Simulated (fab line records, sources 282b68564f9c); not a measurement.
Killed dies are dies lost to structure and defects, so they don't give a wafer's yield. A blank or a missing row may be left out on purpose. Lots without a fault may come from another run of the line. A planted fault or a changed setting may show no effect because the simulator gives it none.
fab line records | flow rit_cmos
record lots=15 wafers=45 last_day=8
route steps=202 shown GATE@95 M1@202
lots that met no fault: from a run of the same line without faults
start_h: hours from the record's first day to the start of the lot's first wafer shown | wait_h: hours since the lot's step before | " the same as in the row above | L1.1+2: a row that stands for several wafers | - no value, or no start given | * or withheld: withheld | < > ~ a bound
route shown NAME@n: a module of which the file shows steps, and the number in the route of the first | usual: mean/standard deviation of fault-free wafers | same: alike in all rows | chamber/n: place in a boat | sites: the reading at each site | _std_site: their standard deviation | _edge_site: outer sites' mean less inner sites' | radius_mm: how far each site lies from the wafer's centre | mask NAME#n: copy n | behind: the tool/chamber that last shaped the wafer | hold: why the lot was held/for how many hours/how that ended | device: the transistor (n, p or np) that didn't switch | end of line: the same wafers' tests at the end of the route | a step without rows: its recipe alone | killed: dies lost to structure and defects at the first sort, not the wafer's yield | map: a wafer's dies, x killed, . not, _ none there
set.NAME: the setting as run; set.NAME@STEP: as run at that earlier step | model.NAME: the simulator's own value behind a step, which no gauge read
steps of the route over a sample of lots; a table a step, a row a wafer
services: from which hour (start_h, from the record's first day; less than 0 if before it) a tool's chamber was out of use, for how many hours, and why
## steps
# step RIT_GATE_ETCH_19
# recipe chemistry=SF6/CHF3/O2 time_s=165 SF6_flow_sccm=30 CHF3_flow_sccm=30 O2_flow_sccm=5 target=poly-Si pressure_mtorr=40 rf_w=166.1 target_depth_a=3125 over_etch_frac=0.25 stop_on=SiO2
# usual drypump_motor_current_A=5.8/0.49 oes_product_au=0.849/0.011 run_length_s=193.4/0.45 throttle_valve_pct=10.20/0.1
# columns lot.wafer tool chamber start_h wait_h drypump_motor_current_A oes_product_au rf_hours_counter_h run_length_s throttle_valve_pct
L905.2 rie_si-01 3 42.52 0.1 5.5 0.850 1 192.9 10.13
L905.5 " 2 " " 5.6 0.832 - 193.4 10.11
L905.6 " 3 " " 5.5 0.854 - 192.7 10.15
L906.1 rie_si-02 3 49.76 0.1 5.0 0.838 95 193.1 10.21
L906.3 " 0 " " 5.2 0.843 86 193.3 10.20
L906.4 " 2 " " 6.2 0.868 88 193.8 10.15
L907.3 rie_si-01 1 51.35 0.1 5.7 0.840 2 193.2 10.23
L907.5 " 0 " " 6.3 0.827 - 193.8 10.45
L907.6 " 1 " " 5.7 0.841 - 193.0 10.23
L908.2 rie_si-02 2 58.85 0.1 6.2 0.864 88 193.5 10.15
L908.5 " 1 " " 6.4 0.841 - 194.3 10.17
L908.6 " 0 " " 5.2 0.851 - 193.8 10.20
L911.3 rie_si-02 2 71.27 0.1 6.2 0.873 88 193.9 10.14
L911.4 " 1 " " 6.5 0.843 1 193.7 10.15
L911.6 " 2 " " 6.2 0.861 - 193.4 10.14
L910.1 rie_si-01 1 71.79 0.1 5.6 0.718 2 239.1 10.21
L910.3 " 3 " " 5.5 0.725 1 239.1 10.12
L910.5 " 3 " " 5.5 0.728 - 238.8 10.14
L914.1 rie_si-01 1 92.80 0.1 5.6 0.715 2 239.0 10.23
L914.2 " 0 " " 6.4 0.705 0 239.8 10.44
L914.5 " 0 " " 6.4 0.710 - 239.8 10.46
L916.2 rie_si-01 1 99.80 0.1 5.7 0.714 3 239.1 10.23
L916.3 " 3 " " 5.5 0.721 1 239.3 10.14
L916.6 " 1 " " 5.7 0.708 - 238.9 10.22
L917.3 rie_si-02 3 102.22 0.1 5.0 0.850 95 193.0 10.19
L917.4 " 1 " " 6.5 0.835 1 193.7 10.15
L917.5 " 0 " " 5.2 0.856 - 193.7 10.21
L919.3 rie_si-02 0 120.73 0.1 5.2 0.851 87 193.3 10.21
L919.4 " 2 " " 6.2 0.852 89 193.8 10.13
L919.6 " 1 " " 6.5 0.837 - 193.8 10.16
L922.2 rie_si-02 0 140.63 0.1 5.2 0.864 87 193.6 10.19
L922.3 " 1 " " 6.4 0.853 2 193.7 10.13
L922.6 " 3 " " 5.0 0.845 - 193.1 10.21
L925.1 rie_si-02 3 148.40 0.1 5.0 0.854 95 193.0 10.21
L925.2 " 2 " " 6.2 0.876 89 193.9 10.15
L925.6 " 3 " " 5.0 0.849 - 193.1 10.20
L926.4 rie_si-01 0 157.91 0.1 6.4 0.846 1 193.6 10.45
L926.5 " 2 " " 5.7 0.851 - 193.5 10.11
L926.6 " 1 " " 5.6 0.868 - 193.1 10.22
L927.2 rie_si-02 0 163.24 0.1 5.2 0.852 87 193.6 10.20
L927.3 " 1 " " 6.4 0.844 2 194.2 10.16
L927.5 " 1 " " 6.5 0.826 - 193.9 10.16
L928.2 rie_si-01 0 174.00 0.1 6.3 0.826 1 193.7 10.45
L928.3 " 2 " " 5.6 0.837 1 192.9 10.11
L928.5 " 3 " " 5.5 0.846 - 192.6 10.15
# step RIT_M1_PROBE_99
# usual killed_at_M0_to_M3=0.0/0.083 killed_at_contacts=0.0/0.16 killed_at_front_end=7/3.1 killed_dies=7/3.1 killed_open=3.6/2.2 killed_short=3.4/2.1
# same gross_dies=264 killed_at_M4_up=0 killed_at_back_side=0 killed_at_other=0
# columns lot.wafer tool chamber start_h wait_h killed_at_M0_to_M3 killed_at_contacts killed_at_front_end killed_dies killed_open killed_short
L926.4 prober-01 - 180.28 0.2 0 0 6 6 3 3
L926.5 prober-01 - 180.33 0.2 0 0 7 7 3 4
L926.6 prober-01 - 180.38 0.2 0 1 9 10 7 3
# killed by level:class
L926.4 FOX1:geometric_particle:open=1 FOX1:geometric_particle:short=1 FOX2:geometric_particle:short=1 GATE:geometric_particle:open=1 REOX:geometric_particle:short=1 SILICIDE:geometric_particle:open=1
L926.5 GATE:geometric_particle:short=2 GATE:geometric_particle:open=2 FOX1:geometric_particle:short=1 FOX1:geometric_particle:open=1 REOX:geometric_particle:short=1
L926.6 GATE:geometric_particle:open=3 FOX1:geometric_particle:short=2 FOX1:geometric_particle:open=1 REOX:geometric_particle:open=1 SPACER:geometric_particle:short=1 SILICIDE:geometric_particle:open=1 CONTACT:geometric_particle:open=1
## services
# columns tool chamber start_h hours kind
rie_si-01 0 26.92 - clean
rie_si-01 0 26.92 21.1 scheduled_down
rie_si-01 0 26.92 21.1 vent_cycle
rie_si-01 2 80.18 - clean
rie_si-01 2 80.18 22.9 scheduled_down
rie_si-01 2 80.18 22.9 vent_cycle
rie_si-01 - 87.12 2.8 pm
rie_si-02 1 145.58 6.2 repair
rie_si-01 - 167.33 1.2 repair
rie_si-01 1 171.60 3.9 repair
## key
first_sign step=RIT_GATE_ETCH_19 reading=run_length_s direction=up sigmas=99+ usual=* struck=*
effect step=RIT_GATE_ETCH_19 reading=oes_product_au direction=down sigmas=12 usual=0.849 struck=0.716
met_at RIT_GATE_ETCH_19
struck_lots L910,L914,L916
tester_left_out L910,L914,L916
onset_between 51.35 71.79
fault kind=process_parameter_drift tool=rie_si-01 chamber=- onset_h=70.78 steps=RIT_GATE_ETCH_19 channel=time_s offset=* shape=step end_h=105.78 stated=*
# tester_left_out: of these lots the tester's yield and bins aren't shown, on N5 and GAA mostly nor the transistor test; their killed dies are dies lost to structure and defects alone, not to doping, threshold or leakage, so they don't give the yield
